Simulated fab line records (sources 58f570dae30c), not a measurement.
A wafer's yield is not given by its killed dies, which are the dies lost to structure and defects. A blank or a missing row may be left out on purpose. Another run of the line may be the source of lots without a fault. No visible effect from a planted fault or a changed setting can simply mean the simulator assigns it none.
Which tool did it? :: flow berkeleyCmos170 :: 14 lots with 42 wafers sampled at 6 steps, on a route of 331 steps

## WHAT THE GAUGES SHOWED, per wafer
UCB170_M3_CD_MEAS_15 targets a cd of 700 nm.
lot: L872
measured: day 7 18:08
on: cdSem-01
cdNm (nm): 699.3 699.1 699.2

lot: L873
measured: day 7 18:22
on: cdSem-01
cdNm (nm): 697.0 697.7 698.1

lot: L874
measured: day 8 02:46
on: cdSem-02
cdNm (nm): 701.3 700.1 700.7

lot: L876
measured: day 8 12:03
on: cdSem-01
cdNm (nm): 695.9 695.8 695.5

lot: L879
measured: day 9 12:43
on: cdSem-01
cdNm (nm): 699.2 699.2 699.4

lot: L880
measured: day 9 12:19
on: cdSem-02
cdNm (nm): 702.1 701.6 701.4

lot: L885
measured: day 10 17:30
on: cdSem-02
cdNm (nm): 702.5 702.0 702.9

lot: L886
measured: day 10 17:45
on: cdSem-01
cdNm (nm): 697.3 695.6 697.6

lot: L887
measured: day 10 18:02
on: cdSem-01
cdNm (nm): 699.2 698.7 698.2

lot: L888
measured: day 11 05:14
on: cdSem-01
cdNm (nm): 699.6 699.7 699.7

lot: L891
measured: day 11 23:17
on: cdSem-01
cdNm (nm): 700.3 698.0 699.6

lot: L893
measured: day 12 16:26
on: cdSem-01
cdNm (nm): 700.4 699.6 700.2

lot: L892
measured: day 12 16:52
on: cdSem-02
cdNm (nm): 700.3 699.1 697.6

lot: L895
measured: day 13 12:25
on: cdSem-02
cdNm (nm): 700.3 699.3 698.6

UCB170_M3_CD_MEAS_90 targets a cd of 700 nm.
lot: L872
measured: day 7 18:48
on: cdSem-02
cdNm (nm): 697.6 699.3 695.9

lot: L873
measured: day 7 18:51
on: cdSem-01
cdNm (nm): 699.1 702.0 699.4

lot: L874
measured: day 8 03:14
on: cdSem-02
cdNm (nm): 703.2 700.4 703.6

lot: L876
measured: day 8 12:36
on: cdSem-02
cdNm (nm): 694.1 698.2 691.4

lot: L879
measured: day 9 13:13
on: cdSem-01
cdNm (nm): 707.7 705.1 707.0

lot: L880
measured: day 9 12:59
on: cdSem-02
cdNm (nm): 700.2 699.6 699.8

lot: L885
measured: day 10 17:59
on: cdSem-02
cdNm (nm): 706.4 708.1 707.7

lot: L886
measured: day 10 18:20
on: cdSem-02
cdNm (nm): 698.0 697.0 697.5

lot: L887
measured: day 10 18:34
on: cdSem-02
cdNm (nm): 703.1 698.6 701.4

lot: L888
measured: day 11 05:43
on: cdSem-02
cdNm (nm): 700.7 702.4 703.1

lot: L891
measured: day 11 23:46
on: cdSem-02
cdNm (nm): 702.3 702.9 703.1

lot: L893
measured: day 12 16:56
on: cdSem-01
cdNm (nm): 703.0 700.3 703.3

lot: L892
measured: day 12 17:22
on: cdSem-01
cdNm (nm): 701.5 701.2 700.0

lot: L895
measured: day 13 12:57
on: cdSem-02
cdNm (nm): 701.6 699.8 698.5

## WHICH TOOL RAN EACH LOT (tool, then ch and the chambers of the sampled wafers, then the start)
lot: L872
UCB170_SDANNEAL_RTA_00: rtpAnneal-02 ch 0, day 6 16:19
UCB170_V1_CMP_02: cmp-01 ch 0,2, day 7 06:32
UCB170_M3_METAL_ETCH_18: rieMetal-02 ch 0, day 7 18:19
UCB170_M3_STRIP_19: plasmaAsher-02 ch 0,1, day 7 18:42

lot: L873
UCB170_SDANNEAL_RTA_00: rtpAnneal-01 ch 0, day 6 16:36
UCB170_V1_CMP_02: cmp-02 ch 1,2,3, day 7 06:50
UCB170_M3_METAL_ETCH_18: rieMetal-01 ch 0,1, day 7 18:34
UCB170_M3_STRIP_19: plasmaAsher-04 ch 0,1, day 7 18:45

lot: L874
UCB170_SDANNEAL_RTA_00: rtpAnneal-02 ch 0, day 7 01:49
UCB170_V1_CMP_02: cmp-02 ch 0,2, day 7 16:20
UCB170_M3_METAL_ETCH_18: rieMetal-01 ch 0,1, day 8 02:57
UCB170_M3_STRIP_19: plasmaAsher-02 ch 0,1, day 8 03:08

lot: L876
UCB170_SDANNEAL_RTA_00: rtpAnneal-01 ch 0, day 7 13:13
UCB170_V1_CMP_02: cmp-02 ch 0,2, day 8 00:12
UCB170_M3_METAL_ETCH_18: rieMetal-01 ch 0,1, day 8 12:16
UCB170_M3_STRIP_19: plasmaAsher-01 ch 0,1, day 8 12:26

lot: L879
UCB170_SDANNEAL_RTA_00: rtpAnneal-01 ch 0, day 8 13:42
UCB170_V1_CMP_02: cmp-01 ch 0,2,3, day 9 01:41
UCB170_M3_METAL_ETCH_18: rieMetal-01 ch 0,1, day 9 12:55
UCB170_M3_STRIP_19: plasmaAsher-04 ch 0,1, day 9 13:07

lot: L880
UCB170_SDANNEAL_RTA_00: rtpAnneal-02 ch 0, day 8 13:54
UCB170_V1_CMP_02: cmp-02 ch 2,3, day 9 01:17
UCB170_M3_METAL_ETCH_18: rieMetal-03 ch 0, day 9 12:31
UCB170_M3_STRIP_19: plasmaAsher-02 ch 0,1, day 9 12:53

lot: L885
UCB170_SDANNEAL_RTA_00: rtpAnneal-01 ch 0, day 9 18:43
UCB170_V1_CMP_02: cmp-01 ch 2,3, day 10 07:13
UCB170_M3_METAL_ETCH_18: rieMetal-01 ch 1, day 10 17:41
UCB170_M3_STRIP_19: plasmaAsher-01 ch 0,1, day 10 17:52

lot: L886
UCB170_SDANNEAL_RTA_00: rtpAnneal-02 ch 0, day 9 18:53
UCB170_V1_CMP_02: cmp-02 ch 1,2,3, day 10 07:10
UCB170_M3_METAL_ETCH_18: rieMetal-02 ch 0,1, day 10 17:57
UCB170_M3_STRIP_19: plasmaAsher-04 ch 0,1, day 10 18:08

lot: L887
UCB170_SDANNEAL_RTA_00: rtpAnneal-01 ch 0, day 9 19:08
UCB170_V1_CMP_02: cmp-01 ch 0,1,3, day 10 07:28
UCB170_M3_METAL_ETCH_18: rieMetal-03 ch 0,1, day 10 18:14
UCB170_M3_STRIP_19: plasmaAsher-01 ch 0,1, day 10 18:25

lot: L888
UCB170_SDANNEAL_RTA_00: rtpAnneal-01 ch 0, day 10 04:15
UCB170_V1_CMP_02: cmp-02 ch 2,3, day 10 19:55
UCB170_M3_METAL_ETCH_18: rieMetal-03 ch 0,1, day 11 05:26
UCB170_M3_STRIP_19: plasmaAsher-01 ch 0, day 11 05:37

lot: L891
UCB170_SDANNEAL_RTA_00: rtpAnneal-02 ch 0, day 11 01:28
UCB170_V1_CMP_02: cmp-02 ch 0,2,3, day 11 13:46
UCB170_M3_METAL_ETCH_18: rieMetal-03 ch 0,1, day 11 23:28
UCB170_M3_STRIP_19: plasmaAsher-02 ch 1, day 11 23:39

lot: L893
UCB170_SDANNEAL_RTA_00: rtpAnneal-01 ch 0, day 11 09:44
UCB170_V1_CMP_02: cmp-01 ch 1,2,3, day 12 02:34
UCB170_M3_METAL_ETCH_18: rieMetal-03 ch 0,1, day 12 16:38
UCB170_M3_STRIP_19: plasmaAsher-04 ch 0,1, day 12 16:50

lot: L892
UCB170_SDANNEAL_RTA_00: rtpAnneal-01 ch 0, day 11 13:16
UCB170_V1_CMP_02: cmp-02 ch 0,2,3, day 12 02:26
UCB170_M3_METAL_ETCH_18: rieMetal-02 ch 0, day 12 17:03
UCB170_M3_STRIP_19: plasmaAsher-01 ch 0,1, day 12 17:14

lot: L895
UCB170_SDANNEAL_RTA_00: rtpAnneal-02 ch 0, day 12 09:51
UCB170_V1_CMP_02: cmp-01 ch 1,2, day 13 01:59
UCB170_M3_METAL_ETCH_18: rieMetal-02 ch 0,1, day 13 12:38
UCB170_M3_STRIP_19: plasmaAsher-04 ch 0,1, day 13 12:47
- UCB170_SDANNEAL_RTA_00: time 10 s.
- UCB170_V1_CMP_02: polishes SiO2.
- UCB170_M3_METAL_ETCH_18: etches Al in Cl2/BCl3, stops on SiO2, target depth 1170 nm, time 195 s.
- UCB170_M3_STRIP_19: strips in O2.

## AS READ BY THE TOOLS THEMSELVES (means over the sampled wafers that have a number; for cases with no such wafer, the mark the record gives instead)
UCB170_SDANNEAL_RTA_00.
lot: L872
tool: rtpAnneal-02
annealTempCMax: 904.9
lampPowerPct (%): 24.3
wafer_temp_C_max: 903.5

lot: L873
tool: rtpAnneal-01
annealTempCMax: 902.8
lampPowerPct (%): 26.3
wafer_temp_C_max: 903.6

lot: L874
tool: rtpAnneal-02
annealTempCMax: 905.4
lampPowerPct (%): 24.3
wafer_temp_C_max: 905.0

lot: L876
tool: rtpAnneal-01
annealTempCMax: 902.7
lampPowerPct (%): 26.3
wafer_temp_C_max: 904.3

lot: L879
tool: rtpAnneal-01
annealTempCMax: 902.6
lampPowerPct (%): 26.3
wafer_temp_C_max: 904.2

lot: L880
tool: rtpAnneal-02
annealTempCMax: 905.7
lampPowerPct (%): 24.3
wafer_temp_C_max: 904.4

lot: L885
tool: rtpAnneal-01
annealTempCMax: 903.3
lampPowerPct (%): 26.3
wafer_temp_C_max: 903.7

lot: L886
tool: rtpAnneal-02
annealTempCMax: 905.8
lampPowerPct (%): 24.3
wafer_temp_C_max: 904.3

lot: L887
tool: rtpAnneal-01
annealTempCMax: 902.6
lampPowerPct (%): 26.3
wafer_temp_C_max: 903.9

lot: L888
tool: rtpAnneal-01
annealTempCMax: 902.7
lampPowerPct (%): 26.3
wafer_temp_C_max: 904.5

lot: L891
tool: rtpAnneal-02
annealTempCMax: 906.4
lampPowerPct (%): 24.3
wafer_temp_C_max: 903.6

lot: L893
tool: rtpAnneal-01
annealTempCMax: 902.4
lampPowerPct (%): 26.3
wafer_temp_C_max: 905.0

lot: L892
tool: rtpAnneal-01
annealTempCMax: 902.6
lampPowerPct (%): 26.3
wafer_temp_C_max: 903.6

lot: L895
tool: rtpAnneal-02
annealTempCMax: 905.6
lampPowerPct (%): 24.3
wafer_temp_C_max: 903.7

UCB170_V1_CMP_02.
lot: L872
tool: cmp-01
motorCurrentA (A): 18.0
slurryFlowMlMin: 150.0

lot: L873
tool: cmp-02
motorCurrentA (A): 14.9
slurryFlowMlMin: 149.8

lot: L874
tool: cmp-02
motorCurrentA (A): 15.0
slurryFlowMlMin: 150.2

lot: L876
tool: cmp-02
motorCurrentA (A): 15.8
slurryFlowMlMin: 150.6

lot: L879
tool: cmp-01
motorCurrentA (A): 16.5
slurryFlowMlMin: 149.9

lot: L880
tool: cmp-02
motorCurrentA (A): 15.4
slurryFlowMlMin: 150.2

lot: L885
tool: cmp-01
motorCurrentA (A): 16.8
slurryFlowMlMin: 149.8

lot: L886
tool: cmp-02
motorCurrentA (A): 15.3
slurryFlowMlMin: 150.3

lot: L887
tool: cmp-01
motorCurrentA (A): 17.7
slurryFlowMlMin: 149.5

lot: L888
tool: cmp-02
motorCurrentA (A): 15.9
slurryFlowMlMin: 150.0

lot: L891
tool: cmp-02
motorCurrentA (A): 15.6
slurryFlowMlMin: 150.2

lot: L893
tool: cmp-01
motorCurrentA (A): 17.0
slurryFlowMlMin: 150.4

lot: L892
tool: cmp-02
motorCurrentA (A): 15.2
slurryFlowMlMin: 150.0

lot: L895
tool: cmp-01
motorCurrentA (A): 19.3
slurryFlowMlMin: 150.3

UCB170_M3_METAL_ETCH_18.
lot: L872
tool: rieMetal-02
drypumpMotorCurrentA (A): 6.4
heBacksideLeakSccm (sccm): 3.49
oesProductAu (a.u.): 0.846
rfFwdPowerW (W): 596.2
throttleValvePct (%): 24.25

lot: L873
tool: rieMetal-01
drypumpMotorCurrentA (A): 5.5
heBacksideLeakSccm (sccm): 2.96
oesProductAu (a.u.): 0.866
rfFwdPowerW (W): 599.4
throttleValvePct (%): 24.48

lot: L874
tool: rieMetal-01
drypumpMotorCurrentA (A): 5.5
heBacksideLeakSccm (sccm): 2.99
oesProductAu (a.u.): 0.863
rfFwdPowerW (W): 598.5
throttleValvePct (%): 24.48

lot: L876
tool: rieMetal-01
drypumpMotorCurrentA (A): 5.3
heBacksideLeakSccm (sccm): 3.28
oesProductAu (a.u.): 0.869
rfFwdPowerW (W): 596.4
throttleValvePct (%): 24.59

lot: L879
tool: rieMetal-01
drypumpMotorCurrentA (A): 5.5
heBacksideLeakSccm (sccm): 3.19
oesProductAu (a.u.): 0.870
rfFwdPowerW (W): 525.7
throttleValvePct (%): 24.49

lot: L880
tool: rieMetal-03
drypumpMotorCurrentA (A): 4.7
heBacksideLeakSccm (sccm): 3.16
oesProductAu (a.u.): 0.858
rfFwdPowerW (W): 598.5
throttleValvePct (%): 24.29

lot: L885
tool: rieMetal-01
drypumpMotorCurrentA (A): 5.1
heBacksideLeakSccm (sccm): 3.15
oesProductAu (a.u.): 0.870
rfFwdPowerW (W): 522.8
throttleValvePct (%): 24.69

lot: L886
tool: rieMetal-02
drypumpMotorCurrentA (A): 6.2
heBacksideLeakSccm (sccm): 3.30
oesProductAu (a.u.): 0.844
rfFwdPowerW (W): 596.9
throttleValvePct (%): 24.30

lot: L887
tool: rieMetal-03
drypumpMotorCurrentA (A): 5.1
heBacksideLeakSccm (sccm): 3.15
oesProductAu (a.u.): 0.857
rfFwdPowerW (W): 597.1
throttleValvePct (%): 24.31

lot: L888
tool: rieMetal-03
drypumpMotorCurrentA (A): 5.4
heBacksideLeakSccm (sccm): 3.34
oesProductAu (a.u.): 0.862
rfFwdPowerW (W): 597.9
throttleValvePct (%): 24.34

lot: L891
tool: rieMetal-03
drypumpMotorCurrentA (A): 5.1
heBacksideLeakSccm (sccm): 3.16
oesProductAu (a.u.): 0.860
rfFwdPowerW (W): 597.5
throttleValvePct (%): 24.32

lot: L893
tool: rieMetal-03
drypumpMotorCurrentA (A): 5.1
heBacksideLeakSccm (sccm): 3.29
oesProductAu (a.u.): 0.848
rfFwdPowerW (W): 599.3
throttleValvePct (%): 24.32

lot: L892
tool: rieMetal-02
drypumpMotorCurrentA (A): 6.4
heBacksideLeakSccm (sccm): 3.39
oesProductAu (a.u.): 0.846
rfFwdPowerW (W): 596.6
throttleValvePct (%): 24.26

lot: L895
tool: rieMetal-02
drypumpMotorCurrentA (A): 6.2
heBacksideLeakSccm (sccm): 3.39
oesProductAu (a.u.): 0.851
rfFwdPowerW (W): 597.8
throttleValvePct (%): 24.31

UCB170_M3_STRIP_19.
lot: L872
tool: plasmaAsher-02
drypumpMotorCurrentA (A): 5.2
oesProductAu (a.u.): 0.542

lot: L873
tool: plasmaAsher-04
drypumpMotorCurrentA (A): 5.8
oesProductAu (a.u.): 0.550

lot: L874
tool: plasmaAsher-02
drypumpMotorCurrentA (A): 5.2
oesProductAu (a.u.): 0.547

lot: L876
tool: plasmaAsher-01
drypumpMotorCurrentA (A): 6.2
oesProductAu (a.u.): 0.550

lot: L879
tool: plasmaAsher-04
drypumpMotorCurrentA (A): 5.8
oesProductAu (a.u.): 0.618

lot: L880
tool: plasmaAsher-02
drypumpMotorCurrentA (A): 5.2
oesProductAu (a.u.): 0.549

lot: L885
tool: plasmaAsher-01
drypumpMotorCurrentA (A): 6.2
oesProductAu (a.u.): 0.630

lot: L886
tool: plasmaAsher-04
drypumpMotorCurrentA (A): 6.0
oesProductAu (a.u.): 0.537

lot: L887
tool: plasmaAsher-01
drypumpMotorCurrentA (A): 6.3
oesProductAu (a.u.): 0.562

lot: L888
tool: plasmaAsher-01
drypumpMotorCurrentA (A): 6.1
oesProductAu (a.u.): 0.553

lot: L891
tool: plasmaAsher-02
drypumpMotorCurrentA (A): 5.7
oesProductAu (a.u.): 0.551

lot: L893
tool: plasmaAsher-04
drypumpMotorCurrentA (A): 5.8
oesProductAu (a.u.): 0.546

lot: L892
tool: plasmaAsher-01
drypumpMotorCurrentA (A): 6.2
oesProductAu (a.u.): 0.532

lot: L895
tool: plasmaAsher-04
drypumpMotorCurrentA (A): 6.0
oesProductAu (a.u.): 0.532

## THE ANSWER, worked out from the rows above alone
Rule: usual is defined by the lots themselves. The widest of any qualifying gaps counts: lots, ordered by their means at a reading, are off when they make up no more than a third of the lots, leave a main group of 4 or more, and stand apart from it by 3 or more times the standard deviation of that group's means. A main group is skipped when, at the precision printed for the reading in the tables above, its means are all equal. Also off: a lot with no number at a reading for which 4 or more lots have one. Where the step has rows for the other lots, those lots are counted as sound. After the gauges, taken in route order, come the tools' own readings; for these a lot's mean is taken, as printed above. At the first step where some lot is off, the reading lying furthest off is the one used; lots without a number count as furthest.
Off: L879, L885 (UCB170_M3_METAL_ETCH_18, rfFwdPowerW). The main group has a mean of 597.7 W with a standard deviation of 1.
If a tool, at that step or one of the process steps before it, ran each lot that is off and ran no sound lot following the first of them, it fits. One fits: UCB170_M3_METAL_ETCH_18 on rieMetal-01. Its last sound lot is L876 (day 8 12:16), its first lot that is off L879 (day 9 12:55): a fault that began between those two fits.
On the lots that are off, the tool's own readings at UCB170_M3_METAL_ETCH_18 differ by more than 5 times the standard deviation of the sound lots' means, which bears it out; rfFwdPowerW reads 524.2 W there versus 597.7 W on the sound lots.

## WHAT HAD BEEN PUT IN BY THE SIMULATOR
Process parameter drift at UCB170_M3_METAL_ETCH_18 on rieMetal-01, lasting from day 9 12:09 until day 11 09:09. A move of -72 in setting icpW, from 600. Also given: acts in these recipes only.
Shown lots that were struck: L879, L885. Same finding as the rule above.
